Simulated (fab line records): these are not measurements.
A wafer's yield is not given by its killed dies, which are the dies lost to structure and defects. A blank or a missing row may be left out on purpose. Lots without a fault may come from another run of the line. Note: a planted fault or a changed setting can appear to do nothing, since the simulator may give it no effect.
2 desks, one fault ; flow berkeley_cmos170 ; what lay behind the numbers comes last; until then each desk has only its own

THE TOOL OWNER'S DESK: lpcvd-01
The tool's own readings at UCB170_NWELL_CVD_04 (deposits Si3N4 from SiH2Cl2/NH3, target thk 224 nm, time 3360 s): means of the sampled wafers that have a number, for each lot that ran on this tool. If a lot's mean is further than 4 standard deviations from the usual mean, the lot is out of limits and carries the mark OUT (the distance appears in the brackets).
Columns: A = pressure_mtorr at UCB170_NWELL_CVD_04, usual 200.0 mTorr
lot;first seen here;A
L439;day 2 21:21;200.0
L444;day 4 05:37;200.2
L445;day 4 05:37;199.9
L447;day 4 19:21;199.8
L455;day 6 15:04;100.1 (-99 or more) OUT
L456;day 6 15:04;100.4 (-99 or more) OUT
This desk finds L455, L456 out of limits, L455 being first, at day 6 15:04 (pressure_mtorr at UCB170_NWELL_CVD_04). L439, L444, L445, L447: within limits.

AT THE METROLOGY DESK
What the gauges read, lot by lot, whatever tool the lot ran on: means of the sampled wafers that have a number. If a lot's mean is further than 4 standard deviations from the usual mean, the lot is out of limits and carries the mark OUT (the distance appears in the brackets).
Columns: A = NWELL_NITRIDE_THK at UCB170_NWELL_THK_MEAS_05, usual 223.6 nm; B = PWELL_OXIDE_THK at UCB170_PWELL_THK_MEAS_03, usual 26.4 nm; C = PFIELD_TW at UCB170_PFIELD_TW_MEAS_09, usual 604
lot;first seen here;A;B;C
L435;day 2 08:36;223.2;26.2;609
L436;day 2 08:36;221.6;26.1;611
L438;day 2 18:31;223.1;26.9;607
L439;day 2 23:17;223.4;26.3;604
L440;day 3 11:00;223.9;26.6;604
L441;day 3 11:00;227.8;26.6;605
L443;day 4 04:07;223.1;26.4;608
L444;day 4 08:31;223.0;26.5;602
L445;day 4 08:31;224.2;26.2;600
L447;day 4 21:18;220.5;26.3;603
L452;day 5 23:48;224.2;26.2;600
L455;day 6 17:00;187.0 (-17) OUT;26.0;600
L456;day 6 17:01;181.6 (-19) OUT;26.2;606
L458;day 7 03:46;220.6;25.8;602
This desk reports L455, L456 out of limits; the earliest was L455 at day 6 17:00 (NWELL_NITRIDE_THK at UCB170_NWELL_THK_MEAS_05). L435, L436, L438, L439, L440, L441, L443, L444, L445, L447, L452, L458: within limits.

TAKEN TOGETHER
At day 6 15:04, on L455, L456, the tool owner's desk was in a position to raise an alarm.
An alarm was possible from the metrology desk at day 6 17:00, on L455, L456.
All the named lots went through UCB170_NWELL_CVD_04 on lpcvd-01.

WHAT THE SIMULATOR PUT IN
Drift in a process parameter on lpcvd-01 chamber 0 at UCB170_NWELL_CVD_04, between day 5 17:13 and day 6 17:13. A move of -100 in setting pressure_mtorr, from 200. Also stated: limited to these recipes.
Struck lots among those shown: L455, L456.
Hours from the fault's start to each desk's first reading out of limits: the tool owner's desk, 22; the metrology desk, 24.
